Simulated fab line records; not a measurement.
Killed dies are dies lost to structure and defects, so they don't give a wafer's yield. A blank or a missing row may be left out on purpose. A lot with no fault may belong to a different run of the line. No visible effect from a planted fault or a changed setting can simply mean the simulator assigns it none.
Comparing a struck lot with a sound one :: flow rit_cmos :: 15 out of 202 route steps
Sound: wafers L246.1, L246.2, L246.4. Wafers L249.2, L249.4, L249.5 were the ones struck. The cause is named last.
At each step with rows: each side's tool, then ch and its chambers, then its first start. Under that, the readings that differ: sound wafers :: struck wafers :: difference of the means :: sigmas: that difference in standard deviations of wafers without a fault.
alike: a reading whose means differ by less than 2 such deviations, as well as words and numbers matching on both sides. not compared: withheld readings; readings where some wafer has no value; bounds like >300 that might hide an equal value; numbers whose values overlap and for which the record gives no deviation.
A row with sigmas, a row that says differs or no value, or rows on one side alone: a step with any of these is where the two part. Numbers that don't overlap but have no deviation are shown without sigmas and don't part them. A reading that every wafer of one side lacks parts them only if that side has two wafers or more.

RIT_SILICIDE_RTA_06: time 10 s, ramp up 5 s, ramp down 10 s.
  sound on rtp_anneal-02 ch 0, day 4 15:24; struck on rtp_anneal-01 ch 0, day 5 06:04
  alike: wafer_temp_C_max
RIT_CONTACT_CVD_00: deposits SiO2 from TEOS, target thk 400 nm, time 61 s.
  sound on pecvd-02 ch 0,1, day 4 15:28; struck on pecvd-02 ch 0,2, day 5 06:08
  alike: heater_power_w
RIT_CONTACT_THK_MEAS_01:
  sound: film_metro-04 at day 4 15:31; struck: film_metro-02 at day 5 06:11
  alike: CONTACT_TEOS_THK
then, 6 steps without rows for these wafers: RIT_CONTACT_HMDS_02 (prime time 60 s); RIT_CONTACT_COAT_03 (resist thk 1000 nm); RIT_CONTACT_SOFTBAKE_04 (time 60 s); RIT_CONTACT_EXPOSE_05 (exposes mask M11, target cd 1000 nm); RIT_CONTACT_PEB_06; RIT_CONTACT_DEVELOP_07 (develop time 120 s).
RIT_CONTACT_CD_MEAS_08 targets a cd of 1000 nm.
  sound: cd_sem-02 at day 4 17:02; struck: cd_sem-01 at day 5 07:13
  alike: cd_nm
RIT_CONTACT_OVL_MEAS_09:
  sound: overlay-01 at day 4 17:09; struck: overlay-02 at day 5 07:20
  alike: CONTACT_OVL
then, 1 step without rows for these wafers: RIT_CONTACT_HARDBAKE_10 (time 60 s).
RIT_CONTACT_ETCH_11: etches SiO2 in CHF3/CF4/Ar, stops on TiSi2, target depth 480 nm, time 320 s.
  sound on rie_diel-04 ch 1,2,3, day 4 17:20; struck on rie_diel-03 ch 1,3, day 5 07:31
reading: rf_fwd_power_W (W)
sound: 199.5 200.8 198.5
struck: 231.2 231.2 232.0
difference: +31.9
sigmas: +51

reading: model.NOVOLAK_of_CONTACT_COAT_03.thk_nm (nm)
sound: 770.5 767.1 771
struck: 764.1 758.7 762.2
difference: -7.9
sigmas: 
  alike: chamber_pressure_mTorr, drypump_motor_current_A, mfc_ar_sccm, oes_product_au, throttle_valve_pct
  not compared: rf_hours_counter_h
RIT_CONTACT_STRIP_12: strips in O2, time 180 s.
  sound on plasma_asher-02 ch 0,1, day 4 17:32; struck on plasma_asher-03 ch 0,1, day 5 07:42
  alike: chamber_pressure_mTorr, drypump_motor_current_A
  not compared: rf_hours_counter_h
RIT_M1_PROBE_99:
  sound: prober-01 at day 4 22:28; struck: prober-02 at day 5 12:32
reading: killed_at_contacts
sound: 2 0 0
struck: 0 0 0
difference: -1
sigmas: -2

reading: model.etest.antenna_contact.vt_shift_v (V)
sound: -0.01203 -0.01345 -0.007861
struck: -0.01657 -0.02133 -0.0181
difference: -0.00755
sigmas: 
  alike: killed_at_front_end, killed_dies, killed_open, killed_short

## WHERE THEY PART
Earliest at RIT_CONTACT_ETCH_11; latest, in this record, at RIT_M1_PROBE_99.

WHY: whatever the simulator had introduced
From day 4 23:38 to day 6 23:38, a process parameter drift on rie_diel-03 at RIT_CONTACT_ETCH_11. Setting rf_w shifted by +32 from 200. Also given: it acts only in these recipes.
